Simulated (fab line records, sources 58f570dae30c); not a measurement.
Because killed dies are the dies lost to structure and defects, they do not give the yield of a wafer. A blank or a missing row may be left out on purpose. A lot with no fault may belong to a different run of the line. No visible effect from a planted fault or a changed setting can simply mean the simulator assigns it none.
What tool caused it? || flow berkeley_cmos170 || 21 wafers sampled from 7 lots at 1 step of a route of 331

## WHAT THE GAUGES SHOWED, per wafer
UCB170_SPACER_THK_MEAS_01.
{"lot": "L686", "measured": "day 6 22:57", "on": "film_metro-01", "SPACER_TEOS_THK (nm)": "367 379 375"}
{"lot": "L688", "measured": "day 7 21:39", "on": "film_metro-03", "SPACER_TEOS_THK (nm)": "367 372 377"}
{"lot": "L690", "measured": "day 7 22:38", "on": "film_metro-01", "SPACER_TEOS_THK (nm)": "368 373 371"}
{"lot": "L694", "measured": "day 8 21:12", "on": "film_metro-02", "SPACER_TEOS_THK (nm)": "378 367 380"}
{"lot": "L695", "measured": "day 8 23:51", "on": "film_metro-02", "SPACER_TEOS_THK (nm)": "373 384 370"}
{"lot": "L699", "measured": "day 9 11:57", "on": "film_metro-03", "SPACER_TEOS_THK (nm)": "372 364 377"}
{"lot": "L704", "measured": "day 10 10:02", "on": "film_metro-02", "SPACER_TEOS_THK (nm)": "372 370 376"}

## TOOL THAT RAN EACH LOT (tool first, then ch and the chambers of the sampled wafers, then the start)
No process step before these readings appears in the record.

## THE ANSWER, worked out from the rows above alone
Rule: what is usual is taken from the lots themselves. Put in order of their means at a reading, lots are off if they are a third of the lots or fewer, leave a main group of 4 or more, and stand apart from it by a gap of 3 or more times the standard deviation of the main group's means; of several such gaps the widest counts. A main group is skipped when, at the precision printed for the reading in the tables above, its means are all equal. Also off: a lot with no number at a reading for which 4 or more lots have one. Any other lot the step has rows for is counted as sound.
Across all readings shown, no lot is off: no conclusion can be drawn from this.

## WHAT THE SIMULATOR PUT IN
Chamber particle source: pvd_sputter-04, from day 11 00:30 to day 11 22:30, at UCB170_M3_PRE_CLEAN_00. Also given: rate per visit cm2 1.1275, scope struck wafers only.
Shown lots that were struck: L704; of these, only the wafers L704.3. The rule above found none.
